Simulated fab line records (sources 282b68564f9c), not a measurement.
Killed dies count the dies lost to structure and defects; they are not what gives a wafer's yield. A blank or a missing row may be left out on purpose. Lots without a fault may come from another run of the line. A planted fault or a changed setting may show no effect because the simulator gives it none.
fab line records	flow ritCmos
[record] lots = 14	wafers = 42	lastDay = 7
route steps=202 shown M1@196
lots that met no fault: taken from a fault-free run of the same line
startH: hours from the record's opening day to when the first of the lot's shown wafers began	waitH: hours elapsed since this lot's preceding step	" unchanged from the row above	L1.1+2: one row covering several wafers at once	- no value present, or no start provided	* or withheld: withheld	< > ~ a bound
route shown NAME@n: a module of which the file shows steps, and the number in the route of the first	usual: average and standard deviation across the fault-free wafers	same: alike in all rows	chamber/n: place in a boat	sites: per-site readings	_std_site: the values' standard deviation	_edge_site: outer sites' mean less inner sites'	radiusMm: how far each site lies from the wafer's centre	mask NAME#n: copy n	behind: tool/chamber where the wafer was last shaped	hold: what put the lot on hold/how long, in hours/how the hold closed	device: whichever transistor did not switch (one of n, p or np)	end of line: tests of these same wafers at the route's end	step lacking rows: just its recipe	killed: dies that structure and defects cost at the first sort, which is not the same as the wafer's yield	map: the dies of a wafer, with x for killed, . for not killed, _ for no die there
set.NAME: the setting that was run; set.NAME@STEP: the one run at that earlier step	model.NAME: the simulator's own value behind a step, which no gauge read
one table for each step of the route and one row for each wafer, over a sample of lots
services: when a tool's chamber went out of use (startH, in hours from the record's first day, below 0 if earlier), for how many hours, and the reason
[[steps]]
[step RIT_M1_METAL_ETCH_12]
[recipe] stopOn = SiO2	chemistry = Cl2/BCl3	target = Al	timeS = 165	overEtchFrac = 0.5	pressureMtorr = 100	targetDepthA = 6000	rfW = 250	Cl2_flow_sccm = 60	bcl3FlowSccm = 50
[usual] drypumpMotorCurrentA = 5.5/0.5	mfcCl2Sccm = 59.99/0.17	oesProductAu = 0.781/0.014	overEtchFrac = 0.5/0	throttleValvePct = 8.25/0.052
lot.wafer	tool	chamber	startH	waitH	drypumpMotorCurrentA	mfcCl2Sccm	oesProductAu	overEtchFrac	rfHoursCounterH	throttleValvePct
L633.2	rieMetal-01	1	56.17	0.2	5.8	60.03	0.776	0.5	37	8.23
L633.3	"	0	"	"	5.1	59.71	0.764	0.5	-	8.14
L633.6	"	0	"	"	5.0	60.16	0.778	0.5	-	8.14
L634.3	rieMetal-02	1	61.07	0.2	6.2	60.14	0.805	0.5	-	8.34
L634.5	"	1	"	"	6.2	60.20	0.812	0.5	-	8.31
L634.6	"	0	"	"	5.7	60.31	0.784	0.5	-	8.22
L635.2	rieMetal-03	0	67.74	0.2	5.7	59.88	0.788	0.5	2	8.29
L635.3	"	1	"	"	4.7	59.99	0.776	0.5	-	8.25
L635.5	"	0	"	"	5.7	59.71	0.784	0.5	-	8.27
L636.2	rieMetal-01	1	71.91	0.2	5.8	59.85	0.774	0.5	37	8.23
L636.3	"	0	"	"	5.1	60.15	0.774	0.5	-	8.14
L636.5	"	0	"	"	5.1	60.09	0.765	0.5	-	8.14
L637.1	rieMetal-02	1	76.70	0.2	6.2	59.60	0.803	0.5	1	8.32
L637.2	"	0	"	"	5.7	60.22	0.781	0.5	1	8.23
L637.5	"	0	"	"	5.7	60.18	0.787	0.5	-	8.22
L638.1	rieMetal-03	1	80.56	0.2	4.7	60.21	0.775	0.5	3	8.24
L638.5	"	0	"	"	5.7	60.02	0.797	0.5	-	8.26
L638.6	"	1	"	"	4.7	60.16	0.779	0.5	-	8.25
L642.1	rieMetal-01	0	100.97	0.2	5.0	60.22	0.767	0.5	37	8.15
L642.2	"	1	"	"	5.8	59.82	0.778	0.5	37	8.25
L642.4	"	1	"	"	5.8	60.05	0.782	0.5	-	8.25
L644.1	rieMetal-03	0	110.67	0.2	5.7	59.88	0.782	0.5	3	8.28
L644.2	"	1	"	"	4.7	60.09	0.761	0.5	3	8.24
L644.6	"	1	"	"	4.7	60.11	0.755	0.5	-	8.26
L645.1	rieMetal-01	0	113.99	0.2	5.0	60.14	0.766	0.5	38	8.14
L645.2	"	1	"	"	5.8	59.83	0.778	0.5	37	8.26
L645.5	"	0	"	"	5.0	60.00	0.772	0.5	-	8.15
L646.2	rieMetal-02	1	120.25	0.2	6.2	60.02	0.797	0.5	1	8.32
L646.3	"	0	"	"	5.7	59.88	0.785	0.5	-	8.23
L646.5	"	0	"	"	5.7	60.15	0.772	0.5	-	8.22
L647.1	rieMetal-03	1	124.73	0.2	4.7	59.96	0.765	0.5	3	8.24
L647.5	"	1	"	"	4.7	59.69	0.771	0.5	-	8.27
L647.6	"	0	"	"	5.7	59.81	0.790	0.5	-	8.27
L648.2	rieMetal-01	0	129.21	0.2	5.1	60.14	0.764	0.5	38	8.14
L648.3	"	1	"	"	5.8	59.82	0.774	0.5	-	8.24
L648.5	"	1	"	"	5.8	59.99	0.770	0.5	-	8.25
L651.2	rieMetal-03	1	144.78	0.2	4.7	59.66	0.770	0.5	3	8.26
L651.4	"	0	"	"	5.7	60.10	0.742	0.65677	-	8.27
L651.6	"	0	"	"	5.7	59.90	0.744	0.65677	-	8.27
L656.1	rieMetal-03	0	172.07	0.2	5.7	59.85	0.738	0.65677	4	8.29
L656.3	"	0	"	"	5.7	59.75	0.743	0.65677	-	8.28
L656.5	"	1	"	"	4.7	59.95	0.779	0.5	-	8.26
[step RIT_M1_PROBE_99]
[usual] defectLimitedYield = 97.4/1.2	killed_at_M0_to_M3 = 0.0/0.12	killedAtFrontEnd = 7/3.1	killedDies = 7/3.1	killedOpen = 3.4/2.1	killedShort = 3.5/2	sort_bin_3_pad_short = 0.1/0.24	sort_bin_5_function = 1.5/0.82	sort_bin_6_memory = 1.0/0.69	sortNPass = 257/3.1	sortYieldPct = 97.4/1.2
[same] grossDies = 264	killed_at_M4_up = 0	killedAtBackSide = 0	killedAtContacts = 0	killedAtOther = 0
lot.wafer	tool	chamber	startH	waitH	defectLimitedYield[%]	killed_at_M0_to_M3	killedAtFrontEnd	killedDies	killedOpen	killedShort	sort_bin_3_pad_short[%]	sort_bin_5_function[%]	sort_bin_6_memory[%]	sortNPass	sortYieldPct[%]
L633.2	prober-02	-	58.72	0.1	97.0	0	8	8	6	2	0	2.3	0.8	256	97.0
L633.3	prober-02	-	58.77	0.2	96.6	0	9	9	6	3	0.4	1.5	1.5	255	96.6
L633.6	prober-02	-	58.92	0.2	96.6	0	9	9	4	5	0	1.9	1.5	255	96.6
L636.2	prober-01	-	75.15	0.1	98.9	0	3	3	3	0	0	1.1	0	261	98.9
L636.3	prober-01	-	75.20	0.2	96.6	0	9	9	7	2	0	2.3	1.1	255	96.6
L636.5	prober-01	-	75.30	0.2	98.1	0	5	5	3	2	0	1.5	0.4	259	98.1
L646.2	prober-02	-	123.63	0.1	99.2	0	2	2	2	0	0	0.8	0	262	99.2
L646.3	prober-02	-	123.68	0.2	97.0	0	8	8	3	5	0.4	2.3	0.4	256	97.0
L646.5	prober-02	-	123.78	0.2	97.3	0	7	7	3	4	0.4	1.1	1.1	257	97.3
L647.1	prober-01	-	127.00	0.1	97.3	0	7	7	2	5	0.4	1.5	0.8	257	97.3
L647.5	prober-01	-	127.20	0.2	98.1	0	5	5	4	1	0	1.1	0.8	259	98.1
L647.6	prober-01	-	127.25	0.2	96.6	0	9	9	7	2	0	1.1	2.3	255	96.6
L648.2	prober-02	-	131.51	0.1	97.3	1	6	7	3	4	0	2.7	0	257	97.3
L648.3	prober-02	-	131.56	0.2	99.2	0	2	2	1	1	0	0	0.8	262	99.2
L648.5	prober-02	-	131.66	0.2	96.2	0	10	10	6	4	0	2.7	1.1	254	96.2
L656.1	prober-02	-	174.34	0.1	96.2	0	10	10	5	5	0.4	1.5	1.9	254	96.2
L656.3	prober-02	-	174.44	0.2	98.1	0	5	5	0	5	0.4	1.5	0	259	98.1
L656.5	prober-02	-	174.54	0.2	98.1	0	5	5	5	0	0	1.1	0.8	259	98.1
// killed by level:class
L633.2 GATE:geometricParticle:open=5 ACTIVE:geometricParticle:open=1 FOX1:geometricParticle:short=1 GATE:geometricParticle:short=1
L633.3 GATE:geometricParticle:short=2 SILICIDE:geometricParticle:open=2 FOX1:geometricParticle:open=1 FOX1:geometricParticle:short=1 GATE:geometricParticle:open=1 REOX:geometricParticle:open=1 SPACER:geometricParticle:open=1
L633.6 GATE:geometricParticle:open=3 GATE:geometricParticle:short=2 FOX2:geometricParticle:open=1 FOX2:geometricParticle:short=1 SPACER:geometricParticle:short=1 SILICIDE:geometricParticle:short=1
L636.2 GATE:geometricParticle:open=2 REOX:geometricParticle:open=1
L636.3 FOX1:geometricParticle:open=2 GATE:geometricParticle:open=2 REOX:geometricParticle:open=2 FOX1:geometricParticle:short=1 SPACER:geometricParticle:open=1 SPACER:geometricParticle:short=1
L636.5 SILICIDE:geometricParticle:open=2 GATE:geometricParticle:short=1 REOX:geometricParticle:open=1 STARTING-WAFER:geometricParticle:short=1
L646.2 REOX:geometricParticle:open=1 SILICIDE:geometricParticle:open=1
L646.3 GATE:geometricParticle:open=2 GATE:geometricParticle:short=2 FOX2:geometricParticle:short=1 REOX:geometricParticle:open=1 REOX:geometricParticle:short=1 SPACER:geometricParticle:short=1
L646.5 GATE:geometricParticle:short=4 GATE:geometricParticle:open=3
L647.1 GATE:geometricParticle:short=4 FOX1:geometricParticle:short=1 GATE:geometricParticle:open=1 SILICIDE:geometricParticle:open=1
L647.5 GATE:geometricParticle:open=3 SPACER:geometricParticle:open=1 SPACER:geometricParticle:short=1
L647.6 GATE:geometricParticle:open=4 FOX1:geometricParticle:open=3 FOX2:geometricParticle:short=1 GATE:geometricParticle:short=1
L648.2 ACTIVE:geometricParticle:short=1 FOX1:geometricParticle:open=1 GATE:geometricParticle:short=1 GATE:geometricParticle:open=1 REOX:geometricParticle:short=1 SILICIDE:geometricParticle:short=1 M1:geometricParticle:open=1
L648.3 GATE:geometricParticle:short=1 GATE:geometricParticle:open=1
L648.5 GATE:geometricParticle:short=4 GATE:geometricParticle:open=3 FOX1:geometricParticle:open=2 FOX2:geometricParticle:open=1
L656.1 SILICIDE:geometricParticle:open=3 FOX1:geometricParticle:short=2 FOX1:geometricParticle:open=2 SILICIDE:geometricParticle:short=2 GATE:geometricParticle:short=1
L656.3 GATE:geometricParticle:short=3 SILICIDE:geometricParticle:short=2
L656.5 FOX1:geometricParticle:open=2 SILICIDE:geometricParticle:open=2 SPACER:geometricParticle:open=1
[[services]]
tool	chamber	startH	hours	kind
rieMetal-02	-	123.37	14.6	pm
rieMetal-01	-	133.99	1.4	pm
rieMetal-01	-	136.12	20.0	pm
rieMetal-01	0	136.12	20.0	ventCycle
rieMetal-01	1	136.12	20.0	ventCycle
rieMetal-02	1	154.96	8.1	repair
rieMetal-01	0	156.12	-	clean
rieMetal-01	1	156.12	-	clean
[[key]]
[firstSign] step = RIT_M1_METAL_ETCH_12	reading = overEtchFrac	direction = up	sigmas = 99+	usual = 0.5	struck = 0.65677
[effect] step = RIT_M1_METAL_ETCH_12	reading = oesProductAu	direction = down	sigmas = 2.8	usual = 0.781	struck = 0.742
metAt RIT_M1_METAL_ETCH_12
struckLots L651,L656
struckWafers L651.4,L651.6,L656.1,L656.3
onsetBetween 124.73 144.78
[fault] kind = processParameterDrift	tool = rieMetal-03	chamber = 0	onsetH = 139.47	steps = RIT_M1_METAL_ETCH_12	channel = overEtchFrac	offset = 0.15677	shape = step	endH = 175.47	stated = 0.5
